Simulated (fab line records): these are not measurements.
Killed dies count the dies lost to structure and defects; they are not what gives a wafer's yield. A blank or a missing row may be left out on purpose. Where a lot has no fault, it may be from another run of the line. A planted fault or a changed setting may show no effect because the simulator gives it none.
fab line records ; flow berkeleyCmos170
record: lots: 14; wafers: 42; lastDay: 13
route steps=331 shown PWELL@37 NLDD@167 SILICIDE@211 M1@250
lots untouched by any fault: they come from a run of this same line in which no faults occurred
startH: start of the lot's first displayed wafer, in hours after the record's first day ; waitH: hours since the lot's step before ; " identical to the entry in the row above ; L1.1+2: one row covering several wafers at once ; - either no value or no given start ; * or withheld: withheld ; < > ~ a bound
route shown NAME@n: a module of which the file shows steps, and the number in the route of the first ; usual: mean/standard deviation of fault-free wafers ; same: alike in all rows ; chamber/n: place in a boat ; sites: each site's reading ; _std_site: the standard deviation of these ; _edge_site: outer sites' mean less inner sites' ; radiusMm: how far each site lies from the wafer's centre ; mask NAME#n: copy n ; behind: the tool/chamber that last shaped the wafer ; hold: reason for holding the lot/hours on hold/outcome of the hold ; device: the transistor (n, p or np) that didn't switch ; end of line: the tests these same wafers got at the end of their route ; a step with no rows: only its recipe ; killed: dies that structure and defects cost at the first sort, which is not the same as the wafer's yield ; map: shows each die of a wafer: x if killed, . if not, _ if none is there
set.NAME: the run value of the setting; set.NAME@STEP: its run value at that earlier step ; model.NAME: the simulator's own value behind a step, which no gauge read
route steps across a sampled set of lots; one table per step, one row per wafer
services: from which hour (startH, from the record's first day; less than 0 if before it) a tool's chamber was out of use, for how many hours, and why
== steps ==
step: UCB170_PWELL_THK_MEAS_03
recipe: reads: SiO2_of_PWELL_OXIDATION_02
usual: PWELL_OXIDE_THK: 26.6/0.63
lot.wafer;tool;chamber;startH;waitH;PWELL_OXIDE_THK[nm]
L883.3;filmMetro-01;-;47.24;0.0;26.6
L883.4;filmMetro-01;-;47.24;0.0;26.6
L883.5;filmMetro-01;-;47.24;0.0;26.6
L885.3;filmMetro-01;-;62.94;0.0;27.3
L885.4;filmMetro-01;-;62.94;0.0;27.2
L885.5;filmMetro-01;-;62.94;0.0;27.3
L886.1;filmMetro-01;-;79.81;0.0;26.4
L886.3;filmMetro-01;-;79.81;0.0;25.8
L886.6;filmMetro-01;-;79.81;0.0;26.3
L888.2;filmMetro-04;-;79.82;0.0;27.2
L888.3;filmMetro-04;-;79.82;0.0;26.7
L888.4;filmMetro-04;-;79.82;0.0;26.5
L891.3;filmMetro-02;-;79.83;0.0;26.2
L891.5;filmMetro-02;-;79.83;0.0;26.3
L891.6;filmMetro-02;-;79.83;0.0;26.6
L887.2;filmMetro-02;-;79.88;0.1;25.8
L887.3;filmMetro-02;-;79.88;0.1;26.0
L887.5;filmMetro-02;-;79.88;0.1;26.1
L889.1;filmMetro-04;-;84.05;0.0;27.0
L889.4;filmMetro-04;-;84.05;0.0;26.6
L889.5;filmMetro-04;-;84.05;0.0;26.8
L892.1;filmMetro-01;-;89.50;0.0;26.7
L892.3;filmMetro-01;-;89.50;0.0;26.5
L892.6;filmMetro-01;-;89.50;0.0;26.2
L895.1;filmMetro-04;-;107.67;0.0;27.2
L895.2;filmMetro-04;-;107.67;0.0;27.3
L895.4;filmMetro-04;-;107.67;0.0;27.5
L899.2;filmMetro-04;-;128.70;0.0;26.4
L899.3;filmMetro-04;-;128.70;0.0;26.5
L899.4;filmMetro-04;-;128.70;0.0;26.0
L900.1;filmMetro-02;-;136.54;0.0;28.3
L900.5;filmMetro-02;-;136.54;0.0;27.8
L900.6;filmMetro-02;-;136.54;0.0;28.2
L901.3;filmMetro-04;-;136.56;0.0;27.0
L901.5;filmMetro-04;-;136.56;0.0;27.4
L901.6;filmMetro-04;-;136.56;0.0;27.6
L904.2;filmMetro-01;-;153.91;0.0;25.1
L904.3;filmMetro-01;-;153.91;0.0;25.0
L904.5;filmMetro-01;-;153.91;0.0;25.7
L905.2;filmMetro-02;-;160.85;0.0;25.7
L905.3;filmMetro-02;-;160.85;0.0;25.7
L905.4;filmMetro-02;-;160.85;0.0;25.8
step: UCB170_NLDD_IMPLANT_09
recipe: species: As; doseCm2: 5e+13; energyKev: 30; tiltDeg: 7; rotationDeg: 180
usual: beamOnS: 10.00/0.22; doseIonsCm2: 5e+13/5.4e+10; faradayCurrentUA: 159/3.4
lot.wafer;tool;chamber;startH;waitH;beamOnS;doseIonsCm2;faradayCurrentUA
L883.3;implanter-04;0;156.58;0.1;9.97;4.992e+13;160
L883.4;implanter-04;0;156.58;0.1;9.87;4.993e+13;161
L883.5;implanter-04;0;156.58;0.1;9.79;4.999e+13;162
L885.3;implanter-01;0;173.52;0.1;10.15;5.001e+13;157
L885.4;implanter-01;0;173.52;0.1;10.09;5.006e+13;157
L885.5;implanter-01;0;173.52;0.1;10.13;4.999e+13;156
L888.2;implanter-01;0;192.50;0.1;10.12;4.999e+13;156
L888.3;implanter-01;0;192.50;0.1;10.07;5.008e+13;158
L888.4;implanter-01;0;192.50;0.1;10.60;4.998e+13;149
L889.1;implanter-04;0;192.75;0.1;9.94;4.999e+13;159
L889.4;implanter-04;0;192.75;0.1;9.88;5.008e+13;161
L889.5;implanter-04;0;192.75;0.1;10.16;5.01e+13;156
L887.2;implanter-01;0;192.86;0.1;10.11;5.006e+13;157
L887.3;implanter-01;0;192.86;0.1;10.20;4.996e+13;155
L887.5;implanter-01;0;192.86;0.1;9.87;4.992e+13;161
L886.1;implanter-04;0;193.11;0.1;9.86;5.002e+13;161
L886.3;implanter-04;0;193.11;0.1;10.09;5.011e+13;157
L886.6;implanter-04;0;193.11;0.1;10.23;4.995e+13;155
L891.3;implanter-04;0;193.63;0.1;9.98;5e+13;159
L891.5;implanter-04;0;193.63;0.1;10.13;5.008e+13;157
L891.6;implanter-04;0;193.63;0.1;9.58;5.001e+13;165
L892.1;implanter-04;0;197.72;0.1;9.93;4.149e+13;133
L892.3;implanter-04;0;197.72;0.1;10.23;4.161e+13;129
L892.6;implanter-04;0;197.72;0.1;10.26;4.145e+13;129
L895.1;implanter-04;0;212.37;0.1;9.94;4.147e+13;132
L895.2;implanter-04;0;212.37;0.1;10.04;4.145e+13;131
L895.4;implanter-04;0;212.37;0.1;9.84;4.146e+13;134
L899.2;implanter-01;0;236.01;0.1;10.40;4.99e+13;153
L899.3;implanter-01;0;236.01;0.1;9.81;5.002e+13;161
L899.4;implanter-01;0;236.01;0.1;9.93;4.99e+13;160
L900.1;implanter-01;0;245.04;0.1;10.10;4.999e+13;157
L900.5;implanter-01;0;245.04;0.1;9.96;5.002e+13;159
L900.6;implanter-01;0;245.04;0.1;10.13;5.012e+13;157
L901.3;implanter-02;0;246.31;0.1;10.25;5.003e+13;155
L901.5;implanter-02;0;246.31;0.1;10.15;5.011e+13;156
L901.6;implanter-02;0;246.31;0.1;10.57;5.008e+13;150
L904.2;implanter-02;0;259.31;0.1;9.81;4.997e+13;161
L904.3;implanter-02;0;259.31;0.1;9.65;4.996e+13;164
L904.5;implanter-02;0;259.31;0.1;10.18;4.999e+13;156
L905.2;implanter-01;0;269.33;0.1;10.27;4.999e+13;154
L905.3;implanter-01;0;269.33;0.1;10.11;4.997e+13;156
L905.4;implanter-01;0;269.33;0.1;10.14;4.992e+13;156
step: UCB170_NLDD_TW_MEAS_11
usual: NLDD_TW: 2218/17
lot.wafer;tool;chamber;startH;waitH;NLDD_TW
L883.3;filmMetro-01;-;156.80;0.1;2228
L883.4;filmMetro-01;-;156.80;0.1;2228
L883.5;filmMetro-01;-;156.80;0.1;2223
L885.3;filmMetro-01;-;173.74;0.1;2224
L885.4;filmMetro-01;-;173.74;0.1;2220
L885.5;filmMetro-01;-;173.74;0.1;2225
L888.2;filmMetro-03;-;192.74;0.1;2213
L888.3;filmMetro-03;-;192.74;0.1;2219
L888.4;filmMetro-03;-;192.74;0.1;2215
L889.1;filmMetro-03;-;193.00;0.1;2216
L889.4;filmMetro-03;-;193.00;0.1;2224
L889.5;filmMetro-03;-;193.00;0.1;2232
L887.2;filmMetro-01;-;193.09;0.1;2227
L887.3;filmMetro-01;-;193.09;0.1;2231
L887.5;filmMetro-01;-;193.09;0.1;2226
L886.1;filmMetro-03;-;193.36;0.1;2213
L886.3;filmMetro-03;-;193.36;0.1;2207
L886.6;filmMetro-03;-;193.36;0.1;2210
L891.3;filmMetro-02;-;193.85;0.1;2186
L891.5;filmMetro-02;-;193.85;0.1;2188
L891.6;filmMetro-02;-;193.85;0.1;2167
L892.1;filmMetro-02;-;197.97;0.1;2136
L892.3;filmMetro-02;-;197.97;0.1;2137
L892.6;filmMetro-02;-;197.97;0.1;2137
L895.1;filmMetro-03;-;212.62;0.1;2159
L895.2;filmMetro-03;-;212.62;0.1;2160
L895.4;filmMetro-03;-;212.62;0.1;2162
L899.2;filmMetro-01;-;236.25;0.1;2215
L899.3;filmMetro-01;-;236.25;0.1;2219
L899.4;filmMetro-01;-;236.25;0.1;2209
L900.1;filmMetro-03;-;245.29;0.1;2220
L900.5;filmMetro-03;-;245.29;0.1;2230
L900.6;filmMetro-03;-;245.29;0.1;2227
L901.3;filmMetro-03;-;246.53;0.1;2227
L901.5;filmMetro-03;-;246.53;0.1;2233
L901.6;filmMetro-03;-;246.53;0.1;2245
L904.2;filmMetro-01;-;259.54;0.1;2215
L904.3;filmMetro-01;-;259.54;0.1;2221
L904.5;filmMetro-01;-;259.54;0.1;2234
L905.2;filmMetro-03;-;269.56;0.1;2240
L905.3;filmMetro-03;-;269.56;0.1;2242
L905.4;filmMetro-03;-;269.56;0.1;2234
step: UCB170_SDANNEAL_RS_MEAS_05
recipe: thkMeasGauge: four-point-probe
usual: NLDD_RS: 616.0/1.4
lot.wafer;tool;chamber;startH;waitH;NLDD_RS[ohm/sq]
L883.3;filmMetro-01;-;170.13;0.1;614.6
L883.4;filmMetro-01;-;170.13;0.1;614.9
L883.5;filmMetro-01;-;170.13;0.1;616.6
L885.3;filmMetro-02;-;184.30;0.1;618.1
L885.4;filmMetro-02;-;184.30;0.1;619.0
L885.5;filmMetro-02;-;184.30;0.1;618.9
L888.2;filmMetro-02;-;204.30;0.1;614.7
L888.3;filmMetro-02;-;204.30;0.1;614.3
L888.4;filmMetro-02;-;204.30;0.1;615.7
L889.1;filmMetro-02;-;205.16;0.1;613.5
L889.4;filmMetro-02;-;205.16;0.1;614.1
L889.5;filmMetro-02;-;205.16;0.1;614.3
L887.2;filmMetro-03;-;205.35;0.1;614.4
L887.3;filmMetro-03;-;205.35;0.1;615.4
L887.5;filmMetro-03;-;205.35;0.1;616.9
L891.3;filmMetro-01;-;205.77;0.1;615.7
L891.5;filmMetro-01;-;205.77;0.1;616.9
L891.6;filmMetro-01;-;205.77;0.1;618.0
L886.1;filmMetro-03;-;206.11;0.1;615.4
L886.3;filmMetro-03;-;206.11;0.1;616.4
L886.6;filmMetro-03;-;206.11;0.1;613.7
L892.1;filmMetro-01;-;212.23;0.1;654.7
L892.3;filmMetro-01;-;212.23;0.1;655.1
L892.6;filmMetro-01;-;212.23;0.1;654.6
L895.1;filmMetro-02;-;226.05;0.1;655.0
L895.2;filmMetro-02;-;226.05;0.1;655.6
L895.4;filmMetro-02;-;226.05;0.1;654.6
L899.2;filmMetro-01;-;246.67;0.1;614.5
L899.3;filmMetro-01;-;246.67;0.1;616.1
L899.4;filmMetro-01;-;246.67;0.1;616.1
L900.1;filmMetro-03;-;256.44;0.1;618.3
L900.5;filmMetro-03;-;256.44;0.1;617.3
L900.6;filmMetro-03;-;256.44;0.1;617.2
L901.3;filmMetro-02;-;256.85;0.1;614.7
L901.5;filmMetro-02;-;256.85;0.1;615.9
L901.6;filmMetro-02;-;256.85;0.1;615.7
L904.2;filmMetro-02;-;268.89;0.1;617.9
L904.3;filmMetro-02;-;268.89;0.1;617.0
L904.5;filmMetro-02;-;268.89;0.1;615.9
L905.2;filmMetro-01;-;281.46;0.1;617.8
L905.3;filmMetro-01;-;281.46;0.1;615.0
L905.4;filmMetro-01;-;281.46;0.1;616.5
step: UCB170_SILICIDE_SPUTTER_01
recipe: material: Ti; targetThkNm: 30; timeS: 23.77; powerW: 1500; chamberPressurePa: 0.5
usual: cathodeDcPowerW: 1500.0/0.28; chamberPressurePa: 0.5000/0.0011; throttleValvePct: 30.0/0.82
lot.wafer;tool;chamber;startH;waitH;cathodeDcPowerW;chamberPressurePa;throttleValvePct
L883.3;pvdSputter-02;-;170.28;0.0;1499.9;0.5006;31.0
L883.4;pvdSputter-02;-;170.28;0.0;1500.3;0.4991;30.8
L883.5;pvdSputter-02;-;170.28;0.0;1500.1;0.5010;31.1
L885.3;pvdSputter-01;-;184.45;0.0;1500.0;0.5001;30.5
L885.4;pvdSputter-01;-;184.45;0.0;1500.0;0.4987;30.1
L885.5;pvdSputter-01;-;184.45;0.0;1499.9;0.4981;30.3
L888.2;pvdSputter-02;-;204.46;0.0;1499.8;0.5013;30.7
L888.3;pvdSputter-02;-;204.46;0.0;1499.9;0.5009;31.0
L888.4;pvdSputter-02;-;204.46;0.0;1500.3;0.5009;30.5
L889.1;pvdSputter-01;-;205.35;0.0;1499.7;0.4991;28.3
L889.4;pvdSputter-01;-;205.35;0.0;1499.9;0.4995;30.2
L889.5;pvdSputter-01;-;205.35;0.0;1500.3;0.4994;28.3
L887.2;pvdSputter-04;-;205.52;0.0;1499.8;0.4998;30.1
L887.3;pvdSputter-04;-;205.52;0.0;1500.3;0.4993;29.7
L887.5;pvdSputter-04;-;205.52;0.0;1500.3;0.4985;30.0
L891.3;pvdSputter-02;-;205.92;0.0;1500.2;0.4991;30.9
L891.5;pvdSputter-02;-;205.92;0.0;1499.8;0.5021;30.4
L891.6;pvdSputter-02;-;205.92;0.0;1500.0;0.4994;30.8
L886.1;pvdSputter-04;-;206.30;0.0;1500.1;0.4999;30.1
L886.3;pvdSputter-04;-;206.30;0.0;1500.0;0.5018;29.9
L886.6;pvdSputter-04;-;206.30;0.0;1500.5;0.5028;29.8
L892.1;pvdSputter-02;-;212.42;0.0;1499.6;0.4999;30.9
L892.3;pvdSputter-02;-;212.42;0.0;1500.2;0.4997;30.8
L892.6;pvdSputter-02;-;212.42;0.0;1500.5;0.5013;30.7
L895.1;pvdSputter-01;-;226.24;0.0;1500.5;0.4987;28.1
L895.2;pvdSputter-01;-;226.24;0.0;1500.1;0.5011;30.5
L895.4;pvdSputter-01;-;226.24;0.0;1500.5;0.4989;30.1
L899.2;pvdSputter-04;-;246.83;0.0;1500.5;0.5006;29.9
L899.3;pvdSputter-04;-;246.83;0.0;1499.6;0.4993;30.3
L899.4;pvdSputter-04;-;246.83;0.0;1500.1;0.4991;30.0
L900.1;pvdSputter-04;-;256.63;0.0;1499.6;0.5007;30.3
L900.5;pvdSputter-04;-;256.63;0.0;1500.3;0.4987;29.9
L900.6;pvdSputter-04;-;256.63;0.0;1499.8;0.5011;30.0
L901.3;pvdSputter-02;-;257.00;0.0;1499.8;0.5003;30.7
L901.5;pvdSputter-02;-;257.00;0.0;1499.9;0.5004;30.9
L901.6;pvdSputter-02;-;257.00;0.0;1500.3;0.5016;30.8
L904.2;pvdSputter-02;-;269.06;0.0;1500.0;0.4994;31.2
L904.3;pvdSputter-02;-;269.06;0.0;1500.3;0.5024;30.7
L904.5;pvdSputter-02;-;269.06;0.0;1499.6;0.5020;30.8
L905.2;pvdSputter-01;-;281.62;0.0;1500.0;0.4993;30.3
L905.3;pvdSputter-01;-;281.62;0.0;1500.7;0.4998;28.5
L905.4;pvdSputter-01;-;281.62;0.0;1499.6;0.5006;30.0
step: UCB170_M1_METAL_ETCH_12
recipe: chemistry: Cl2/BCl3; target: Al; stopOn: PSG; pressureMtorr: 12; targetDepthA: 7800; overEtchFrac: 0.3; timeS: 130; icpW: 600; biasW: 120; Cl2_flow_sccm: 90; bcl3FlowSccm: 45
usual: chamberPressureMTorr: 11.998/0.011; drypumpMotorCurrentA: 5.89/0.27; oesProductAu: 0.858/0.015; rfFwdPowerW: 596.7/1.7; throttleValvePct: 24.42/0.24
lot.wafer;tool;chamber;startH;waitH;chamberPressureMTorr;drypumpMotorCurrentA;oesProductAu;rfFwdPowerW;rfHoursCounterH;throttleValvePct
L883.3;rieMetal-03;0;177.77;-;12.009;5.69;0.852;599.1;-;24.46
L883.4;rieMetal-03;1;177.77;-;11.995;6.04;0.839;599.1;-;24.17
L883.5;rieMetal-03;0;177.77;-;11.985;5.68;0.850;599.6;-;24.47
L885.3;rieMetal-03;0;193.16;-;11.999;5.72;0.850;594.8;-;24.46
L885.4;rieMetal-03;1;193.16;-;11.998;6.06;0.845;595.3;-;24.18
L885.5;rieMetal-03;0;193.16;-;11.985;5.72;0.863;593.9;-;24.46
L888.2;rieMetal-04;0;211.63;-;11.999;6.10;0.885;592.5;-;24.63
L888.3;rieMetal-04;0;211.63;-;11.992;6.11;0.876;595.2;-;24.64
L888.4;rieMetal-04;0;211.63;-;12.014;6.09;0.871;595.2;-;24.64
L889.1;rieMetal-01;1;212.45;-;11.988;5.69;0.850;597.0;5;24.57
L889.4;rieMetal-01;1;212.45;-;12.008;5.67;0.852;598.4;-;24.57
L889.5;rieMetal-01;1;212.45;-;11.981;5.66;0.859;595.7;-;24.56
L887.2;rieMetal-03;0;213.50;-;11.985;5.68;0.850;597.2;2;24.45
L887.3;rieMetal-03;1;213.50;-;12.004;6.05;0.853;597.6;-;24.18
L887.5;rieMetal-03;1;213.50;-;12.006;6.04;0.839;596.0;-;24.19
L891.3;rieMetal-04;0;214.19;-;12.003;6.13;0.900;596.0;-;24.63
L891.5;rieMetal-04;0;214.19;-;11.984;6.15;0.893;596.8;-;24.61
L891.6;rieMetal-04;0;214.19;-;11.972;6.13;0.877;595.7;-;24.62
L886.1;rieMetal-03;0;214.50;-;11.995;5.68;0.855;597.5;2;24.44
L886.3;rieMetal-03;1;214.50;-;11.986;6.05;0.852;597.9;-;24.16
L886.6;rieMetal-03;0;214.50;-;11.992;5.71;0.850;596.3;-;24.45
L892.1;rieMetal-04;1;218.97;-;12.006;5.48;0.868;597.8;0;24.63
L892.3;rieMetal-04;1;218.97;-;12.015;5.47;0.868;597.0;-;24.63
L892.6;rieMetal-04;0;218.97;-;12.003;6.13;0.887;596.3;-;24.63
L895.1;rieMetal-04;1;234.14;-;11.995;5.48;0.877;594.1;1;24.63
L895.2;rieMetal-04;0;234.14;-;11.993;6.13;0.879;594.5;10;24.64
L895.4;rieMetal-04;0;234.14;-;11.987;6.14;0.893;594.7;-;24.63
L899.2;rieMetal-04;1;252.98;-;12.017;5.47;0.874;597.4;1;24.64
L899.3;rieMetal-04;0;252.98;-;12.020;6.13;0.880;595.4;-;24.62
L899.4;rieMetal-04;1;252.98;-;11.993;5.47;0.865;596.6;-;24.64
L900.1;rieMetal-01;1;265.17;-;12.001;5.68;0.865;596.9;7;24.57
L900.5;rieMetal-01;1;265.17;-;11.988;5.68;0.864;596.4;-;24.56
L900.6;rieMetal-01;0;265.17;-;11.984;6.35;0.843;597.1;-;23.91
L901.3;rieMetal-01;1;266.08;-;12.012;5.69;0.845;596.6;-;24.58
L901.5;rieMetal-01;0;266.08;-;12.012;6.34;0.832;598.0;-;23.89
L901.6;rieMetal-01;1;266.08;-;12.008;5.70;0.845;595.8;-;24.59
L904.2;rieMetal-03;1;275.92;-;11.993;6.05;0.835;596.8;4;24.20
L904.3;rieMetal-03;1;275.92;-;12.005;6.04;0.839;597.8;-;24.17
L904.5;rieMetal-03;0;275.92;-;12.010;5.69;0.854;595.8;-;24.45
L905.2;rieMetal-03;0;289.79;-;12.003;5.71;0.853;596.6;4;24.46
L905.3;rieMetal-03;0;289.79;-;12.011;5.69;0.848;596.2;-;24.45
L905.4;rieMetal-03;1;289.79;-;12.001;6.05;0.846;593.3;-;24.16
== services ==
tool;chamber;startH;hours;kind
rieMetal-03;-;133.17;2.8;pm
pvdSputter-04;-;142.22;3.6;repair
rieMetal-01;0;152.16;9.1;repair
rieMetal-01;1;152.42;5.7;repair
implanter-02;-;172.92;5.2;pm
implanter-01;-;178.55;2.4;repair
implanter-01;-;183.71;2.0;repair
rieMetal-04;1;193.92;-;clean
rieMetal-04;1;193.92;21.2;scheduledDown
rieMetal-04;1;193.92;21.2;ventCycle
pvdSputter-01;-;198.89;2.1;repair
pvdSputter-01;3;204.91;-;consumableReplace:kit
pvdSputter-01;3;204.91;18.0;scheduledDown
pvdSputter-01;3;204.91;18.0;ventCycle
rieMetal-01;0;208.97;-;clean
rieMetal-01;0;208.97;25.8;scheduledDown
rieMetal-01;0;208.97;25.8;ventCycle
implanter-04;-;220.77;4.1;repair
pvdSputter-02;-;241.93;7.1;repair
rieMetal-04;-;257.30;0.7;repair
implanter-04;-;271.64;2.3;repair
implanter-02;-;280.44;5.4;pm
== key ==
firstSign: step: UCB170_NLDD_IMPLANT_09; reading: doseIonsCm2; direction: down; sigmas: 99+; usual: 5e+13; struck: 4.149e+13
effect: step: UCB170_NLDD_IMPLANT_09; reading: faradayCurrentUA; direction: down; sigmas: 8; usual: 159; struck: 131
effect: step: UCB170_NLDD_TW_MEAS_11; reading: NLDD_TW; direction: down; sigmas: 4; usual: 2218; struck: 2149
effect: step: UCB170_SDANNEAL_RS_MEAS_05; reading: NLDD_RS; direction: up; sigmas: 29; usual: 616.0; struck: 654.9
metAt UCB170_NLDD_IMPLANT_09
struckLots L892,L895
testerLeftOut L892,L895
notActingAt UCB170_PWELL_THK_MEAS_03,UCB170_SILICIDE_SPUTTER_01,UCB170_M1_METAL_ETCH_12
onsetBetween 193.63 197.72
fault: kind: processParameterDrift; tool: implanter-04; chamber: -; onsetH: 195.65; steps: UCB170_NLDD_IMPLANT_09; channel: doseCm2; offset: -8.5e+12; shape: step; endH: 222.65; actsIn: theseRecipesOnly; stated: 5e+13
testerLeftOut: of these lots the tester's yield and bins aren't shown, on N5 and GAA mostly nor the transistor test; their killed dies are dies lost to structure and defects alone, not to doping, threshold or leakage, so they don't give the yield
